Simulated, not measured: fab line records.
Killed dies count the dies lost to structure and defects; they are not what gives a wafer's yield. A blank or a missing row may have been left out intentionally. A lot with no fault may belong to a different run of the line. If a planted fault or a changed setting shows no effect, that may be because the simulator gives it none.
fab line records    flow berkeleyCmos170
[record] lots = 14  wafers = 42  lastDay = 13
route steps=331 shown PLDD@153
lots with no fault: from the same line, run without faults
startH: hours from the record's first day to the start of the lot's first wafer shown    waitH: hours since the lot's step before    " as in the row above    L1.1+2: a single row standing in for several wafers    - no value, or no start was given    * or withheld: withheld    < > ~ a bound
route shown NAME@n: names a module that has steps shown in the file, with the first one's number in the route    usual: mean/standard deviation taken from wafers without a fault    same: alike in all rows    chamber/n: place in a boat    sites: readings site by site    _std_site: standard deviation across them    _edge_site: outer sites' mean less inner sites'    radiusMm: how far each site lies from the wafer's centre    mask NAME#n: copy n    behind: the most recent tool/chamber to have shaped the wafer    hold: cause of the lot's hold/its duration in hours/its outcome    device: whichever transistor did not switch (one of n, p or np)    end of line: the same wafers' tests at the end of the route    where a step has no rows: the recipe by itself    killed: dies that structure and defects cost at the first sort, which is not the same as the wafer's yield    map: a wafer's dies, x killed, . not, _ none there
set.NAME: the setting the step ran with; set.NAME@STEP: the setting that earlier step ran with    model.NAME: the simulator's own value behind a step, which no gauge read
a sample of lots followed through the steps of the route, with each step as a table and each wafer as a row
services: from which hour (startH, from the record's first day; less than 0 if before it) a tool's chamber was out of use, for how many hours, and why
[[steps]]
[step UCB170_PLDD_IMPLANT_08]
[recipe] species = BF2  doseCm2 = 5e+13  energyKev = 10  tiltDeg = 7  rotationDeg = 0
[usual] doseIonsCm2 = 4.999e+13/5.7e+10  faradayCurrentUA = 158.2/2.9
[same] implantIonAmu = 49
lot.wafer  tool          chamber  startH  waitH  doseIonsCm2  faradayCurrentUA
L345.1     implanter-04  0        162.62  0.0    5e+13        161.9
L345.4     "             0        "       "      4.996e+13    156.7
L345.6     "             0        "       "      4.997e+13    160.7
L350.1     implanter-02  0        171.96  0.0    4.992e+13    157.3
L350.2     "             0        "       "      4.996e+13    154.6
L350.3     "             0        "       "      4.994e+13    159.4
L347.1     implanter-04  0        172.27  0.0    5.002e+13    155.5
L347.4     "             0        "       "      5.001e+13    158.4
L347.6     "             0        "       "      5e+13        163.8
L346.1     implanter-03  0        172.71  0.0    5.002e+13    156.7
L346.4     "             0        "       "      5.001e+13    157.4
L346.6     "             0        "       "      5.005e+13    159.5
L349.2     implanter-04  0        173.21  0.0    4.984e+13    155.9
L349.4     "             0        "       "      4.99e+13     157.5
L349.6     "             0        "       "      4.983e+13    161.0
L353.1     implanter-03  0        183.41  0.0    4.995e+13    158.0
L353.3     "             0        "       "      5.005e+13    163.2
L353.4     "             0        "       "      4.991e+13    157.7
L351.2     implanter-02  0        184.73  0.0    4.997e+13    159.4
L351.3     "             0        "       "      4.992e+13    156.9
L351.6     "             0        "       "      4.996e+13    156.1
L355.1     implanter-02  0        203.86  0.0    5.003e+13    161.2
L355.5     "             0        "       "      4.998e+13    161.5
L355.6     "             0        "       "      4.992e+13    163.3
L359.2     implanter-02  0        217.87  0.0    5.003e+13    159.1
L359.4     "             0        "       "      4.991e+13    164.6
L359.5     "             0        "       "      5.003e+13    150.9
L358.1     implanter-04  0        218.57  0.0    5.003e+13    159.2
L358.4     "             0        "       "      5.005e+13    154.8
L358.6     "             0        "       "      5.004e+13    159.5
L362.1     implanter-02  0        245.01  0.0    5.796e+13    184.3
L362.3     "             0        "       "      5.8e+13      185.0
L362.5     "             0        "       "      5.797e+13    183.8
L364.3     implanter-02  0        248.74  0.1    5.807e+13    184.9
L364.4     "             0        "       "      5.807e+13    176.4
L364.6     "             0        "       "      5.799e+13    183.1
L367.1     implanter-03  0        265.22  0.0    4.99e+13     152.0
L367.3     "             0        "       "      5.008e+13    158.5
L367.4     "             0        "       "      4.998e+13    155.0
L368.2     implanter-03  0        268.53  0.0    4.999e+13    158.5
L368.3     "             0        "       "      5.005e+13    157.7
L368.6     "             0        "       "      5.007e+13    157.8
[step UCB170_PLDD_TW_MEAS_11]
[usual] PLDD_TW = 1012/4.1
lot.wafer  tool          chamber  startH  waitH  PLDD_TW
L345.1     filmMetro-02  -        163.02  0.1    1013
L345.4     "             -        "       "      1013
L345.6     "             -        "       "      1007
L350.1     filmMetro-03  -        172.36  0.1    1017
L350.2     "             -        "       "      1018
L350.3     "             -        "       "      1016
L347.1     filmMetro-04  -        172.67  0.1    1015
L347.4     "             -        "       "      1014
L347.6     "             -        "       "      1012
L346.1     filmMetro-03  -        173.11  0.1    1016
L346.4     "             -        "       "      1019
L346.6     "             -        "       "      1018
L349.2     filmMetro-03  -        173.60  0.1    1013
L349.4     "             -        "       "      1014
L349.6     "             -        "       "      1013
L353.1     filmMetro-04  -        183.81  0.1    1011
L353.3     "             -        "       "      1010
L353.4     "             -        "       "      1018
L351.2     filmMetro-03  -        185.11  0.1    1015
L351.3     "             -        "       "      1019
L351.6     "             -        "       "      1012
L355.1     filmMetro-04  -        204.26  0.1    1002
L355.5     "             -        "       "      1008
L355.6     "             -        "       "      1008
L359.2     filmMetro-03  -        218.26  0.1    1016
L359.4     "             -        "       "      1017
L359.5     "             -        "       "      1012
L358.1     filmMetro-04  -        218.97  0.1    1006
L358.4     "             -        "       "      1009
L358.6     "             -        "       "      1008
L362.1     filmMetro-04  -        245.41  0.1    1036
L362.3     "             -        "       "      1035
L362.5     "             -        "       "      1033
L364.3     filmMetro-04  -        249.11  0.1    1040
L364.4     "             -        "       "      1036
L364.6     "             -        "       "      1043
L367.1     filmMetro-02  -        265.66  0.1    1011
L367.3     "             -        "       "      1005
L367.4     "             -        "       "      1005
L368.2     filmMetro-03  -        268.91  0.1    1023
L368.3     "             -        "       "      1017
L368.6     "             -        "       "      1012
[step UCB170_SDANNEAL_RS_MEAS_04]
[recipe] thkMeasGauge = four-point-probe
[usual] PLDD_RS = 1031.3/2.9
lot.wafer  tool          chamber  startH  waitH  PLDD_RS[ohm/sq]
L345.1     filmMetro-04  -        178.21  0.1    1028.0
L345.4     "             -        "       "      1029.9
L345.6     "             -        "       "      1030.5
L347.1     filmMetro-02  -        187.99  0.1    1025.0
L347.4     "             -        "       "      1021.2
L347.6     "             -        "       "      1021.6
L350.1     filmMetro-04  -        188.51  0.1    1031.8
L350.2     "             -        "       "      1032.6
L350.3     "             -        "       "      1028.6
L349.2     filmMetro-02  -        189.07  0.1    1032.0
L349.4     "             -        "       "      1033.1
L349.6     "             -        "       "      1032.5
L346.1     filmMetro-04  -        189.25  0.1    1031.6
L346.4     "             -        "       "      1031.1
L346.6     "             -        "       "      1033.3
L351.2     filmMetro-04  -        201.51  0.1    1032.2
L351.3     "             -        "       "      1028.6
L351.6     "             -        "       "      1029.4
L353.1     filmMetro-03  -        201.89  0.1    1031.7
L353.3     "             -        "       "      1032.1
L353.4     "             -        "       "      1034.2
L355.1     filmMetro-02  -        219.31  0.1    1030.8
L355.5     "             -        "       "      1028.9
L355.6     "             -        "       "      1030.8
L358.1     filmMetro-04  -        236.50  0.1    1031.0
L358.4     "             -        "       "      1034.1
L358.6     "             -        "       "      1033.4
L359.2     filmMetro-02  -        236.69  0.1    1033.0
L359.4     "             -        "       "      1037.3
L359.5     "             -        "       "      1034.2
L364.3     filmMetro-03  -        265.19  0.1    970.9
L364.4     "             -        "       "      969.6
L364.6     "             -        "       "      969.4
L362.1     filmMetro-02  -        265.42  0.1    968.6
L362.3     "             -        "       "      966.3
L362.5     "             -        "       "      970.2
L367.1     filmMetro-04  -        282.46  0.1    1029.9
L367.3     "             -        "       "      1030.4
L367.4     "             -        "       "      1030.0
L368.2     filmMetro-02  -        282.96  0.1    1030.3
L368.3     "             -        "       "      1029.6
L368.6     "             -        "       "      1030.3
[[services]]
tool          chamber  startH  hours  kind
implanter-03  -        138.84  2.7    pm
implanter-03  -        169.36  1.7    repair
implanter-03  -        192.59  3.0    pm
implanter-04  -        245.99  48.2   pm
[[key]]
[firstSign] step = UCB170_PLDD_IMPLANT_08  reading = doseIonsCm2  direction = up  sigmas = 99+  usual = 4.999e+13  struck = 5.801e+13
[effect] step = UCB170_PLDD_IMPLANT_08  reading = faradayCurrentUA  direction = up  sigmas = 8.5  usual = 158.2  struck = 182.9
[effect] step = UCB170_PLDD_TW_MEAS_11  reading = PLDD_TW  direction = up  sigmas = 6.1  usual = 1012  struck = 1037
[effect] step = UCB170_SDANNEAL_RS_MEAS_04  reading = PLDD_RS  direction = down  sigmas = 21  usual = 1031.3  struck = 969.2
metAt UCB170_PLDD_IMPLANT_08
struckLots L362,L364
testerLeftOut L362,L364
onsetBetween 217.87 245.01
[fault] kind = processParameterDrift  tool = implanter-02  chamber = -  onsetH = 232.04  steps = UCB170_PLDD_IMPLANT_08  channel = doseCm2  offset = 8e+12  shape = step  endH = 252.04  actsIn = theseRecipesOnly  stated = 5e+13
// testerLeftOut: of these lots the tester's yield and bins aren't shown, on N5 and GAA mostly nor the transistor test; their killed dies are dies lost to structure and defects alone, not to doping, threshold or leakage, so they don't give the yield
